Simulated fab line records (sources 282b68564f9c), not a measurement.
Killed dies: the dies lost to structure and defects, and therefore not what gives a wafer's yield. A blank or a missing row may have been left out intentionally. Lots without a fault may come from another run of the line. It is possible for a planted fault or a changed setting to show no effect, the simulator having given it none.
Code-filled problem report in 8D (eight disciplines) form :: flow rit cmos :: the parts of the form that need people (team, actions taken, sign-off) are left out

1. WHAT IS WRONG
run length s at RIT_ACTIVE_ETCH_13 reads a mean of 260.4 s on 2 wafers of 2 lots; wafers without a fault read 238.3 s with a standard deviation of 0.44. Relative to the usual mean, that is a shift of +50 standard deviations.
The step: etches Si3N4 in SF6, stops on SiO2, time 210 s, target depth 210 nm.
Seen first at day 2 20:43 on rie diel-03, wafer L262.1. Wafers with a number at this step in the record: 18, from 6 lots. By rule, "out" or "out of limits" means more than 4 standard deviations away from the usual mean. The other wafers with a number count as sound.

2. WHAT IT IS, AND WHAT IT ISN'T
question: which readings at this step
is: run length s
is not: drypump motor current A, throttle valve pct

question: which lots
is: L262, L263
is not: L260, L275, L277, L279

question: which wafers of those lots
is: L262.1, L263.2
is not: L262.2, L262.3, L263.4, L263.5

question: read on which tools
is: rie diel-03
is not: rie diel-02

question: when
is: from day 2 20:43
is not: up to then (5 sound wafers); but 11 sound wafers of L263, L275, L277, L279 came after

3. THE SUSPECTS, EACH WITH WHAT RULES IT OUT
Counting: a tool at a process step up to the reading stays a suspect if it ran every lot that is out. Sound lots after the first of them don't rule it out here, since some wafers of a struck lot are sound.
- rie diel-03 at RIT_ACTIVE_ETCH_13 (etches Si3N4 in SF6, stops on SiO2, time 210 s, target depth 210 nm): kept. Ran every lot that is out, first one L262 (day 2 20:43); last sound lot up to then L260 (day 2 11:26). Its own run length s readings are out on those wafers.
- At RIT_ACTIVE_ETCH_13, inside rie diel-03: chamber 0 took the wafers that are out, while their sound lot-mates went through chambers 1, 2, 3.
After counting, what remains is rie diel-03 at RIT_ACTIVE_ETCH_13.

4. THE CAUSE (what the simulator had put in)
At RIT_ACTIVE_ETCH_13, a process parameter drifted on rie diel-03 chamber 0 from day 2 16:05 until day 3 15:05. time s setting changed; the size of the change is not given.
Counting left only this tool.

5. THE EFFECT CHAIN, in route order
Each row: a reading whose mean over the struck wafers that have a number lies more than 3 standard deviations from the usual. Scope: only readings with a usual standard deviation given in the record; hours: median across lots of the time from each lot's start at the first step in this table that gives one to its start at this step; sigmas: change in usual standard deviations.
hours: 0
step: RIT_ACTIVE_ETCH_13
reading: run length s
usual: 238.3 s
on struck wafers: 260.4
change: +22.1
sigmas: +50
The process steps in it:
- RIT_ACTIVE_ETCH_13: etches Si3N4 in SF6, stops on SiO2, time 210 s, target depth 210 nm.
Later steps that measure or inspect, where all struck wafers having a row at the step show a number for every such reading and not one has moved that far: RIT_ACTIVE_CD_MEAS_90, RIT_FOX1_THK_MEAS_01, RIT_FOX2_THK_MEAS_01, RIT_FOX2_THK_MEAS_90.

6. HOW IT WOULD HAVE BEEN CAUGHT EARLIER
First out-of-limits reading in this record: day 2 20:43, which is 5 hours after fault onset at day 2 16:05.
